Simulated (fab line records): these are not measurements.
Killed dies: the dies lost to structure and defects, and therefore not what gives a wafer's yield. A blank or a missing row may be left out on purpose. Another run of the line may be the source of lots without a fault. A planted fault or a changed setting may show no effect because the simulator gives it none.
Which of the tools did it? | flow berkeley cmos170 | Sampling: 15 lots, 45 wafers, 7 of 331 route steps

== WHAT THE GAUGES SHOWED, per wafer ==
UCB170_PSD_TW_MEAS_10.
lot  | measured     | on            | PSD_TW
L361 | day 7 02:44  | film metro-03 | 2345 2346 2327
L362 | day 7 02:53  | film metro-02 | 2333 2329 2328
L366 | day 7 18:16  | film metro-04 | 2350 2347 2350
L365 | day 7 18:34  | film metro-02 | 2339 2324 2334
L367 | day 8 01:22  | film metro-04 | 2317 2325 2314
L370 | day 9 02:15  | film metro-02 | 2330 2332 2320
L371 | day 9 06:50  | film metro-04 | 2330 2323 2343
L372 | day 9 07:04  | film metro-02 | 2309 2326 2316
L373 | day 9 07:37  | film metro-04 | 2334 2314 2317
L375 | day 9 22:43  | film metro-03 | 2340 2356 2342
L374 | day 9 23:17  | film metro-04 | 2327 2332 2344
L378 | day 10 17:54 | film metro-02 | 1938 1924 1921
L379 | day 10 18:10 | film metro-03 | 1942 1954 1932
L383 | day 10 22:08 | film metro-02 | 2319 2318 2317
L382 | day 10 22:14 | film metro-02 | 1923 1924 1925

UCB170_SDANNEAL_RS_MEAS_02: a four-point-probe measurement.
lot  | measured     | on            | PSD_RS (ohm/sq)
L361 | day 7 05:41  | film metro-04 | 75.4 75.5 75.6
L362 | day 7 08:26  | film metro-04 | 75.2 75.7 75.6
L366 | day 7 21:03  | film metro-03 | 75.5 75.7 75.8
L365 | day 7 21:29  | film metro-04 | 75.3 75.1 75.4
L367 | day 8 05:03  | film metro-04 | 75.1 75.1 75.3
L370 | day 9 04:59  | film metro-03 | 75.3 75.3 75.6
L371 | day 9 09:42  | film metro-04 | 75.6 75.7 75.7
L372 | day 9 09:53  | film metro-03 | 75.7 75.5 75.6
L373 | day 9 12:08  | film metro-02 | 75.9 75.9 76.1
L375 | day 10 02:05 | film metro-02 | 76.2 75.8 76.1
L374 | day 10 02:31 | film metro-04 | 75.7 75.6 75.9
L378 | day 10 21:20 | film metro-03 | 112.8 113.1 113.1
L379 | day 10 22:10 | film metro-04 | 113.7 113.3 114.3
L383 | day 11 01:41 | film metro-02 | 75.1 75.2 75.1
L382 | day 11 02:01 | film metro-04 | 113.6 114.7 113.8

UCB170_M2_OVL_MEAS_16.
lot  | measured     | on         | M2_OVL (nm)
L361 | day 8 01:22  | overlay-01 | -3 -3 -2
L362 | day 8 02:04  | overlay-01 | 8 6 4
L366 | day 8 15:27  | overlay-02 | 11 8 0
L365 | day 8 15:32  | overlay-01 | 2 7 10
L367 | day 8 20:06  | overlay-02 | 0 -1 -1
L370 | day 9 23:33  | overlay-01 | 2 -6 5
L371 | day 10 06:01 | overlay-02 | -4 0 1
L372 | day 10 06:23 | overlay-01 | 3 5 11
L373 | day 10 06:51 | overlay-02 | 4 5 0
L375 | day 10 20:47 | overlay-01 | -3 -4 -4
L374 | day 10 20:52 | overlay-02 | 8 8 10
L378 | day 11 19:08 | overlay-01 | -2 -8 0
L379 | day 11 19:37 | overlay-02 | 15 9 11
L383 | day 11 19:55 | overlay-02 | -1 -1 0
L382 | day 11 19:44 | overlay-01 | 14 1 -1

UCB170_M3_THK_MEAS_03: measures by xrf.
lot  | measured     | on            | M3_AL_THK (nm)
L361 | day 8 04:48  | film metro-04 | 864 876 870
L362 | day 8 05:21  | film metro-02 | 872 875 867
L366 | day 8 18:37  | film metro-04 | 889 884 881
L365 | day 8 19:02  | film metro-04 | 904 899 902
L367 | day 8 23:50  | film metro-04 | 875 887 874
L370 | day 10 03:15 | film metro-03 | 912 909 908
L371 | day 10 11:00 | film metro-04 | 901 897 903
L372 | day 10 11:19 | film metro-04 | 892 887 881
L373 | day 10 11:29 | film metro-03 | 891 904 896
L375 | day 11 00:28 | film metro-02 | 893 887 895
L374 | day 11 00:39 | film metro-03 | 886 887 897
L378 | day 11 22:29 | film metro-04 | 880 891 891
L379 | day 11 23:12 | film metro-02 | 884 886 882
L383 | day 11 23:43 | film metro-02 | 911 914 895
L382 | day 11 23:26 | film metro-04 | 872 898 877

UCB170_M3_BOW_MEAS_20.
lot  | measured     | on            | M3_BOW (um)
L361 | day 8 07:16  | film metro-03 | 31 32 29
L362 | day 8 07:36  | film metro-04 | 37 39 45
L366 | day 8 21:11  | film metro-03 | 31 30 39
L365 | day 8 21:46  | film metro-04 | 31 31 48
L367 | day 9 03:18  | film metro-02 | 29 26 31
L370 | day 10 06:10 | film metro-02 | 40 40 39
L371 | day 10 13:47 | film metro-02 | 45 41 32
L372 | day 10 13:58 | film metro-03 | 38 38 32
L373 | day 10 14:14 | film metro-02 | 28 31 31
L375 | day 11 03:41 | film metro-04 | 14 40 31
L374 | day 11 03:49 | film metro-03 | 45 34 38
L378 | day 12 01:14 | film metro-02 | 38 42 44
L379 | day 12 02:44 | film metro-02 | 50 38 44
L383 | day 12 03:30 | film metro-04 | 38 15 33
L382 | day 12 03:23 | film metro-03 | 36 41 41

== WHICH TOOL RAN EACH LOT (tool, then ch and the chambers of the sampled wafers, then the start) ==
lot  | UCB170_PSD_IMPLANT_08           | UCB170_PSD_STRIP_09
L361 | implanter-02 ch 0, day 7 02:29  | plasma asher-04 ch 0,1, day 7 02:38
L362 | implanter-03 ch 0, day 7 02:38  | plasma asher-02 ch 0,1, day 7 02:47
L366 | implanter-03 ch 0, day 7 18:03  | plasma asher-02 ch 0,1, day 7 18:11
L365 | implanter-02 ch 0, day 7 18:20  | plasma asher-04 ch 0,1, day 7 18:28
L367 | implanter-04 ch 0, day 8 01:07  | plasma asher-04 ch 0,1, day 8 01:16
L370 | implanter-04 ch 0, day 9 02:01  | plasma asher-02 ch 0,1, day 9 02:08
L371 | implanter-04 ch 0, day 9 06:35  | plasma asher-04 ch 0,1, day 9 06:43
L372 | implanter-03 ch 0, day 9 06:49  | plasma asher-03 ch 0,1, day 9 06:58
L373 | implanter-02 ch 0, day 9 07:22  | plasma asher-04 ch 0,1, day 9 07:31
L375 | implanter-03 ch 0, day 9 22:28  | plasma asher-04 ch 1, day 9 22:37
L374 | implanter-03 ch 0, day 9 23:03  | plasma asher-02 ch 0,1, day 9 23:10
L378 | implanter-03 ch 0, day 10 17:40 | plasma asher-03 ch 0,1, day 10 17:47
L379 | implanter-03 ch 0, day 10 17:55 | plasma asher-03 ch 0,1, day 10 18:04
L383 | implanter-04 ch 0, day 10 21:52 | plasma asher-02 ch 0,1, day 10 22:01
L382 | implanter-03 ch 0, day 10 21:59 | plasma asher-03 ch 0,1, day 10 22:08
- UCB170_PSD_IMPLANT_08
- UCB170_PSD_STRIP_09: strips in O2.

== WHAT THE TOOLS THEMSELVES READ (means of the sampled wafers that have a number; where no wafer has one, the mark that the record gives instead) ==
UCB170_PSD_IMPLANT_08.
lot  | tool         | dose ions cm2 | end station pressure torr (Torr) | faraday current uA | tilt deg (degrees)
L361 | implanter-02 | 3e+15         | 1.27e-05                         | 9078               | 6.987
L362 | implanter-03 | 3e+15         | 1.31e-05                         | 9305               | 6.997
L366 | implanter-03 | 3e+15         | 1.27e-05                         | 9236               | 7.017
L365 | implanter-02 | 3e+15         | 1.29e-05                         | 9149               | 7.004
L367 | implanter-04 | 3e+15         | 1.27e-05                         | 9301               | 7.006
L370 | implanter-04 | 3e+15         | 1.29e-05                         | 9145               | 6.959
L371 | implanter-04 | 3e+15         | 1.23e-05                         | 9038               | 7.033
L372 | implanter-03 | 3e+15         | 1.22e-05                         | 9382               | 7.012
L373 | implanter-02 | 3e+15         | 1.34e-05                         | 9296               | 7.002
L375 | implanter-03 | 3e+15         | 1.27e-05                         | 9302               | 7.007
L374 | implanter-03 | 3e+15         | 1.20e-05                         | 9090               | 7.007
L378 | implanter-03 | 2e+15         | 9.10e-06                         | 5116               | 7.002
L379 | implanter-03 | 2e+15         | 8.87e-06                         | 5097               | 7.007
L383 | implanter-04 | 3e+15         | 1.24e-05                         | 9143               | 6.990
L382 | implanter-03 | 2e+15         | 8.93e-06                         | 5284               | 6.996

UCB170_PSD_STRIP_09.
lot  | tool            | drypump motor current A (A) | oes product au (a.u.) | strip time to endpoint s (s)
L361 | plasma asher-04 | 5.6                         | 0.594                 | 29.38
L362 | plasma asher-02 | 5.4                         | 0.601                 | 29.42
L366 | plasma asher-02 | 5.6                         | 0.602                 | 29.37
L365 | plasma asher-04 | 5.5                         | 0.599                 | 29.50
L367 | plasma asher-04 | 5.5                         | 0.596                 | 29.45
L370 | plasma asher-02 | 5.6                         | 0.597                 | 29.49
L371 | plasma asher-04 | 5.6                         | 0.602                 | 29.44
L372 | plasma asher-03 | 6.1                         | 0.601                 | 29.38
L373 | plasma asher-04 | 5.5                         | 0.603                 | 29.37
L375 | plasma asher-04 | 5.4                         | 0.603                 | 29.41
L374 | plasma asher-02 | 5.6                         | 0.598                 | 29.57
L378 | plasma asher-03 | 6.1                         | 0.690                 | 23.53
L379 | plasma asher-03 | 6.1                         | 0.689                 | 23.55
L383 | plasma asher-02 | 5.6                         | 0.602                 | 29.42
L382 | plasma asher-03 | 6.1                         | 0.693                 | 23.69

== THE ANSWER, worked out from the rows above alone ==
Rule: what is usual is taken from the lots themselves. The widest of any qualifying gaps counts: lots, ordered by their means at a reading, are off when they make up no more than a third of the lots, leave a main group of 4 or more, and stand apart from it by 3 or more times the standard deviation of that group's means. A main group is skipped when, at the precision printed for the reading in the tables above, its means are all equal. A lot without any number at a reading at which 4 lots or more have one is off too. All remaining lots with rows at the step are treated as sound. The gauges are gone through in route order, then the tools' own readings, and for those a lot's mean is taken as printed above. At the first step where some lot is off, the reading lying furthest off is the one used; lots without a number count as furthest.
Off: L378, L379, L382, seen at UCB170_PSD_TW_MEAS_10 (PSD_TW). For the main group the mean is 2330 and the standard deviation 10.
If a tool, at a process step before that reading, ran all the lots that are off and no sound lot after the first of them, it fits. The gauges at UCB170_PSD_TW_MEAS_10 aren't tried: what is off there is off at UCB170_PSD_IMPLANT_08 too, on other tools, and a gauge's error can't cause that. Can't be told from this: 2 tools fit, implanter-03 at UCB170_PSD_IMPLANT_08, plasma asher-03 at UCB170_PSD_STRIP_09.

== WHAT THE SIMULATOR HAD PUT IN ==
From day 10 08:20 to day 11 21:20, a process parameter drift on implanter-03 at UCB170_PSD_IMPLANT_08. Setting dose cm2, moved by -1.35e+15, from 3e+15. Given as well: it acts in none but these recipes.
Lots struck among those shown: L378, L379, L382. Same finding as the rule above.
